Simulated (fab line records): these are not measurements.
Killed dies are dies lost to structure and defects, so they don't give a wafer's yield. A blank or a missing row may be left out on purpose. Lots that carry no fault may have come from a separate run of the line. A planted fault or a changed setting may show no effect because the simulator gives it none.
A sampling plan put to the test -- flow berkeley_cmos170 -- one fab line, 30 faults that these records tell of, each judged on the records of the lots that it struck
The plan consists of the line's own looks: route steps at which the wafer is read by a gauge or an inspection but not changed. A look can be judged if struck wafers have a number there and the file gives its usual mean and standard deviation on fault-free wafers. Caught: a look later than the fault's first step finds the struck wafers' mean 4 or more of those standard deviations (sigma) from the usual mean. On the tool: the identical test, applied to the tool's own readings at the steps of the fault. If the struck wafers alone have a blank record, or they carry another recipe, that too counts as caught.

== THE FAULTS, as the simulator had put them in ==
1. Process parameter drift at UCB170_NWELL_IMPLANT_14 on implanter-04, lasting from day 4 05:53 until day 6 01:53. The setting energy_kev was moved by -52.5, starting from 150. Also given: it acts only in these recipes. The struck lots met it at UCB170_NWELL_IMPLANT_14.
2. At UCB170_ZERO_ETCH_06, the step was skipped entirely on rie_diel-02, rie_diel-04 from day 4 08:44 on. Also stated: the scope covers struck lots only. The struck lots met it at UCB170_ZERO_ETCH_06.
3. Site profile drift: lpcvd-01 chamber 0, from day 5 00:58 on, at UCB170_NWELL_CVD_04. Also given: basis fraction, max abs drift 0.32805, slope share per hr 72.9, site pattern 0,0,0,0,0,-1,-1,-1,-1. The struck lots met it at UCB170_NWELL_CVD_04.
4. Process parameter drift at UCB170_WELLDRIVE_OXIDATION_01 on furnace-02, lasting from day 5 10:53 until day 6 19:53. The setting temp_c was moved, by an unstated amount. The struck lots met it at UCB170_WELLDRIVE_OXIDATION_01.
5. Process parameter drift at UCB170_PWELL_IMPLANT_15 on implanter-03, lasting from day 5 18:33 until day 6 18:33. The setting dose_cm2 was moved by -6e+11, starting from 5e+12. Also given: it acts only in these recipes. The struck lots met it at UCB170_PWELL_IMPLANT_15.
6. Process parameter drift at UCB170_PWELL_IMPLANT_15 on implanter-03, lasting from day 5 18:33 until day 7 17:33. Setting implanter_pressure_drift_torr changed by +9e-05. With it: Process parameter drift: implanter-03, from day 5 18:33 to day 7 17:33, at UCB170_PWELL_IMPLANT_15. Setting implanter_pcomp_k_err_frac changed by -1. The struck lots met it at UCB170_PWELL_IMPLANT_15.
7. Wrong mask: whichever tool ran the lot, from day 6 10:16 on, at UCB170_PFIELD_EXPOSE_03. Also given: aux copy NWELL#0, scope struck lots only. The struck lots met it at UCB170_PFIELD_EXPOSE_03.
8. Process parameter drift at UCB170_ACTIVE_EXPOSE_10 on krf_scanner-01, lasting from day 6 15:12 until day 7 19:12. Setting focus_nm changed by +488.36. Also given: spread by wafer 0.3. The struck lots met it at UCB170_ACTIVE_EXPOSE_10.
9. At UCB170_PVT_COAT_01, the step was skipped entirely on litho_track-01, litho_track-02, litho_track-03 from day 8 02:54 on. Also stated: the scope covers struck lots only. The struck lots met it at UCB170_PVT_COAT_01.
10. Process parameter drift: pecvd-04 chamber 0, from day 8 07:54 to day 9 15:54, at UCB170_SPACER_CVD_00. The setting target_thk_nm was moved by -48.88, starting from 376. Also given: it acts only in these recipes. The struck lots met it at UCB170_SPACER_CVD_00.
11. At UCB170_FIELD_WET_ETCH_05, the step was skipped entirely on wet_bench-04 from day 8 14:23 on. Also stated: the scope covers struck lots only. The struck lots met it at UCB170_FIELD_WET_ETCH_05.
12. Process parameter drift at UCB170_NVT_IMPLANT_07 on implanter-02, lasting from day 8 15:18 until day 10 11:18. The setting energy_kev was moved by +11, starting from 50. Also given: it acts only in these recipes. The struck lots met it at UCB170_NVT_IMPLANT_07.
13. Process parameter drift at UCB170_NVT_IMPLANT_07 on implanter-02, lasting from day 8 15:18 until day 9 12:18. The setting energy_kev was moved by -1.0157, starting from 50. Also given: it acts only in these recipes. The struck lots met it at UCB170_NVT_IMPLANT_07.
14. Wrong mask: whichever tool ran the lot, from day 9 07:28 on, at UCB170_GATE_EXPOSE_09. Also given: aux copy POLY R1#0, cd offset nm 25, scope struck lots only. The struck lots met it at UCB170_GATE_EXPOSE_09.
15. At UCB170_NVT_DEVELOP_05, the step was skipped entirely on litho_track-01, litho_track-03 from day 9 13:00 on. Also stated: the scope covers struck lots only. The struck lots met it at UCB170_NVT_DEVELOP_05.
16. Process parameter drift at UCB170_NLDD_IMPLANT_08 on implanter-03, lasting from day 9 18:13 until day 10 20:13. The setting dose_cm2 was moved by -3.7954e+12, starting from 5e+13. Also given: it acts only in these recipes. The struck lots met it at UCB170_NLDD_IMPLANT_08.
17. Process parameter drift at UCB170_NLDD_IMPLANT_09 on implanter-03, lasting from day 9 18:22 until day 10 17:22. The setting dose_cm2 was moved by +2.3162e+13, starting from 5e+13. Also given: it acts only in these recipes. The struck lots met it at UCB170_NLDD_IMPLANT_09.
18. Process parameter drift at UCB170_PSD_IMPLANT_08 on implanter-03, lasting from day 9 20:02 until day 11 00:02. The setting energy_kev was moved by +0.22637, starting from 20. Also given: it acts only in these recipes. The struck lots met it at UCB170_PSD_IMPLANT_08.
19. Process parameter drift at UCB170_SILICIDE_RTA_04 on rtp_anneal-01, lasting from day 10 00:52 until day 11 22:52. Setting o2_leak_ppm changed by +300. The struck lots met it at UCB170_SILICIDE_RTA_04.
20. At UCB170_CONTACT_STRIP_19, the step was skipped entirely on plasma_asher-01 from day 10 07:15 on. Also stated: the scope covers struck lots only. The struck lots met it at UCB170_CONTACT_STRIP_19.
21. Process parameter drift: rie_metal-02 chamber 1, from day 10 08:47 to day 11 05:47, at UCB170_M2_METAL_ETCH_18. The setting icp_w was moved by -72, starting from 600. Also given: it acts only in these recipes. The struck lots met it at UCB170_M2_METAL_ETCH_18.
22. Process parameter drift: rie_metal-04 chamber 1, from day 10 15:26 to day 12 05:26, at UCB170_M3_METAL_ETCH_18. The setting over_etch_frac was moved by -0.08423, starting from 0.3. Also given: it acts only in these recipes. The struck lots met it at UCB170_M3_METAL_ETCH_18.
23. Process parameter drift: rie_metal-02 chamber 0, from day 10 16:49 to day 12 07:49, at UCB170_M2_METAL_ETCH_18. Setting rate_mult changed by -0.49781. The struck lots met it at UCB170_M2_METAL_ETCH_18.
24. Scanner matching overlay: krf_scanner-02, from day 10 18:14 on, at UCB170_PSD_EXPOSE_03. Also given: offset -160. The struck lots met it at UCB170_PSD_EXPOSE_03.
25. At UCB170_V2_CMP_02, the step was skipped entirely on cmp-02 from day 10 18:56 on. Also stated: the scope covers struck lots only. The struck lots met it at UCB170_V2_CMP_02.
26. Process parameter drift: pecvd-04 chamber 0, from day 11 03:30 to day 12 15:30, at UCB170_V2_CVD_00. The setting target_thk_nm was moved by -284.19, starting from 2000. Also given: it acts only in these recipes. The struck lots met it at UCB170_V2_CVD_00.
27. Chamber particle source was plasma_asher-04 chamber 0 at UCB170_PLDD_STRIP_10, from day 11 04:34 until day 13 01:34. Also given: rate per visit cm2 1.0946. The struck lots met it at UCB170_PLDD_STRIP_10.
28. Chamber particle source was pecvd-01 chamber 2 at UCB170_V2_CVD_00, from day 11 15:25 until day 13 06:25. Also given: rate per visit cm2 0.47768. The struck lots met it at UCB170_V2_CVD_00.
29. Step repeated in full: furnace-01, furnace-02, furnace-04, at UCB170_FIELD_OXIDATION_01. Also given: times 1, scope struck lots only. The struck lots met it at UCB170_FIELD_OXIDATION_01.
30. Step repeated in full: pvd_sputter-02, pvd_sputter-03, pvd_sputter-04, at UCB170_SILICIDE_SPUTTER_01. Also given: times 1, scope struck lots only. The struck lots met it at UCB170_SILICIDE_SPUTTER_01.

== WHAT THE PLAN SAW ==
fault,on the tool itself,first look that catches it,"reading, sigma",median hours from its first step to that look,hours from the fault's start to the first struck lot there,judged looks passed uncaught
1,beam_energy_keV -99 or beyond sigma,UCB170_NWELL_TW_MEAS_16,NWELL_TW -15,0.2,4,0
2,the tool's record is blank for the struck wafers,no look after it can be judged,-,-,-,0
3,under 2 sigma,UCB170_NWELL_THK_MEAS_05,NWELL_NITRIDE_THK -12,2.4,6,0
4,spike_tc_centre_C -11 sigma,UCB170_WELLDRIVE_THK_MEAS_02,WELLDRIVE_OXIDE_THK -5.7,3.5,10,0
5,dose_ions_cm2 -99 or beyond sigma,UCB170_PWELL_TW_MEAS_17,PWELL_TW -7.9,0.2,3,0
6,end_station_pressure_torr +99 or beyond sigma,UCB170_PWELL_TW_MEAS_17,PWELL_TW +11,0.2,3,0
7,under 2 sigma,UCB170_PFIELD_TW_MEAS_09,PFIELD_TW -99 or beyond,1.4,2,0
8,exposure_dose_mJ_cm2 -15 sigma,UCB170_ACTIVE_CD_MEAS_13,cd_nm -12,0.4,16,0
9,the tool's record is blank for the struck wafers,no look after it can be judged,-,-,-,0
10,under 2 sigma,UCB170_SPACER_THK_MEAS_01,SPACER_TEOS_THK -8.4,0.1,29,0
11,the tool's record is blank for the struck wafers,none of the 2 looks that can be judged after it,"strongest: FIELD_OXIDE_LEFT_2_THK at UCB170_FIELD_THK_MEAS_91, +2.8",-,-,2
12,beam_energy_keV +99 or beyond sigma,UCB170_NVT_TW_MEAS_09,NVT_TW +8.9,0.2,1,0
13,beam_energy_keV -64 sigma,no look after it can be judged,-,-,-,0
14,under 2 sigma,UCB170_GATE_CD_MEAS_12,cd_nm +20,0.6,1,0
15,no reading that can be judged,no look after it can be judged,-,-,-,0
16,dose_ions_cm2 -69 sigma,UCB170_SDANNEAL_RS_MEAS_05,NLDD_RS +12,10.5,17,2
17,dose_ions_cm2 +99 or beyond sigma,UCB170_NLDD_TW_MEAS_11,NLDD_TW +11,0.3,6,0
18,beam_energy_keV +32 sigma,no look after it can be judged,-,-,-,0
19,chamber_o2_ppm +99 or beyond sigma,no look after it can be judged,-,-,-,0
20,no reading that can be judged,not the one look that can be judged after it,-,-,-,1
21,rf_fwd_power_W -37 sigma,no look after it can be judged,-,-,-,0
22,only faintly: oes_product_au +3.4 sigma,no look after it can be judged,-,-,-,0
23,oes_product_au -11 sigma,UCB170_M2_CD_MEAS_90,cd_nm +4.0,0.3,11,0
24,no reading that can be judged,UCB170_PSD_OVL_MEAS_07,PSD_OVL -25,0.5,12,0
25,the tool's record is blank for the struck wafers,UCB170_V2_THK_MEAS_04,V2_POLISHED_THK +99 or beyond,0.4,1,0
26,under 2 sigma,UCB170_V2_THK_MEAS_01,V2_TEOS_THK -10,0.2,26,0
27,under 2 sigma,none of the 2 looks that can be judged after it,-,-,-,2
28,under 2 sigma,not the one look that can be judged after it,-,-,-,1
29,under 2 sigma,UCB170_FIELD_THK_MEAS_02,FIELD_OXIDE_THK +31,7.2,-,0
30,under 2 sigma,UCB170_SILICIDE_RS_MEAS_02,SILICIDE_TI_RS -36,0.2,-,0
A dash: the fault is not caught, or the number is missing from these records.

Caught at a look: 18 of 30. Caught on the tool: 17 of 30. By one or the other: 25 of 30.
Caught on the tool alone: faults 2, 9, 11, 13, 18, 19, 21.
Caught at a look alone: faults 3, 7, 10, 14, 24, 26, 29, 30.
Caught by neither: faults 15, 20, 22, 27, 28.

== THINNER SAMPLING ==
In the worst case, this is how late the first struck lot would be measured if the look that catches a fault measured only every second or every third lot, by lot number:
fault,"struck lots at that look, in order of time",every lot,every second lot,every third lot
1,"L585, L588, L591",4 h,19 h,may miss all 3
3,"L693, L694",6 h,18 h,may miss all 2
4,"L808, L809, L810",10 h,10 h,17 h
5,"L662, L665",3 h,10 h,may miss all 2
6,"L896, L899, L903",3 h,10 h,may miss all 3
7,L873,2 h,may miss it,may miss it
8,L140,16 h,may miss it,may miss it
10,L120,29 h,may miss it,may miss it
12,"L709, L710",1 h,11 h,may miss all 2
14,L277,1 h,may miss it,may miss it
16,"L936, L935",17 h,17 h,may miss all 2
17,"L544, L545",6 h,7 h,may miss all 2
23,L199,11 h,may miss it,may miss it
24,"L965, L964, L969",12 h,12 h,32 h
25,"L274, L278, L275",1 h,9 h,may miss all 3
26,L432,26 h,may miss it,may miss it
Hours count from the start of the fault until the first struck lot that is measured. 4 sigma limit: tested on the pooled struck wafers, so a lone lot may be under it. Other struck lots may not be in these records.

== THE LONGEST TIMED WAY FROM STEP TO LOOK ==
Fault 16: a median of 10.5 hours passes between UCB170_NLDD_IMPLANT_08 and UCB170_SDANNEAL_RS_MEAS_05. The looks between them that can be judged stayed within 4 sigma: UCB170_PSD_TW_MEAS_10, UCB170_NSD_OVL_MEAS_07.
